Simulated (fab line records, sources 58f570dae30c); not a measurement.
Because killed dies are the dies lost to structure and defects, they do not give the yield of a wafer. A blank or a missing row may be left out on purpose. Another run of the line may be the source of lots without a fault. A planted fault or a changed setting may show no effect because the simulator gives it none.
One fault seen from 2 desks	flow berkeley cmos170	each desk holds nothing but its own numbers, with what lay behind them at the end

FOR THE TOOL OWNER'S DESK: rie si-01
The tool's own readings at UCB170_GATE_ETCH_15 (etches poly-Si in HBr/Cl2, stops on SiO2, time 56.3 s, target depth 278.2 nm): means of the sampled wafers that have a number, for each lot that ran on this tool. If a lot's mean is further than 4 standard deviations from the usual mean, the lot is out of limits and carries the mark OUT (the distance appears in the brackets).
Columns: A = drypump motor current A at UCB170_GATE_ETCH_15, usual 5.6 A; B = oes product au at UCB170_GATE_ETCH_15, usual 0.831 a.u.; C = run length s at UCB170_GATE_ETCH_15, usual 84.3 s; D = throttle valve pct at UCB170_GATE_ETCH_15, usual 26.24 %
lot	first seen here	A	B	C	D
L352	day 6 13:07	5.7	0.832	84.1	26.22
L358	day 7 17:20	5.5	0.830	84.7	26.14
Finding of this desk: none of the 2 lots has anything out of limits.

AT THE METROLOGY DESK
Lot by lot, what the gauges showed, no matter which tool ran the lot: averages of those sampled wafers that carry a number. If a lot's mean is further than 4 standard deviations from the usual mean, the lot is out of limits and carries the mark OUT (the distance appears in the brackets).
Columns: A = GATE_POLY_THK at UCB170_GATE_THK_MEAS_05, usual 213.9 nm; B = cd nm at UCB170_GATE_CD_MEAS_12, usual 349.3 nm; C = GATE_OVL at UCB170_GATE_OVL_MEAS_13, usual 1 nm
lot	first seen here	A	B	C
L352	day 6 11:13	212.5	350.4	3
L355	day 7 07:24	214.3	348.3	0
L358	day 7 15:35	215.8	349.7	3
L356	day 7 15:36	213.6	348.3	-1
L357	day 7 15:39	214.0	350.1	-1
Finding of this desk: none of the 5 lots has anything out of limits.

TAKEN TOGETHER
Nothing out of limits was seen by the tool owner's desk.
The metrology desk saw nothing out of limits.

WHAT WAS PUT IN BY THE SIMULATOR
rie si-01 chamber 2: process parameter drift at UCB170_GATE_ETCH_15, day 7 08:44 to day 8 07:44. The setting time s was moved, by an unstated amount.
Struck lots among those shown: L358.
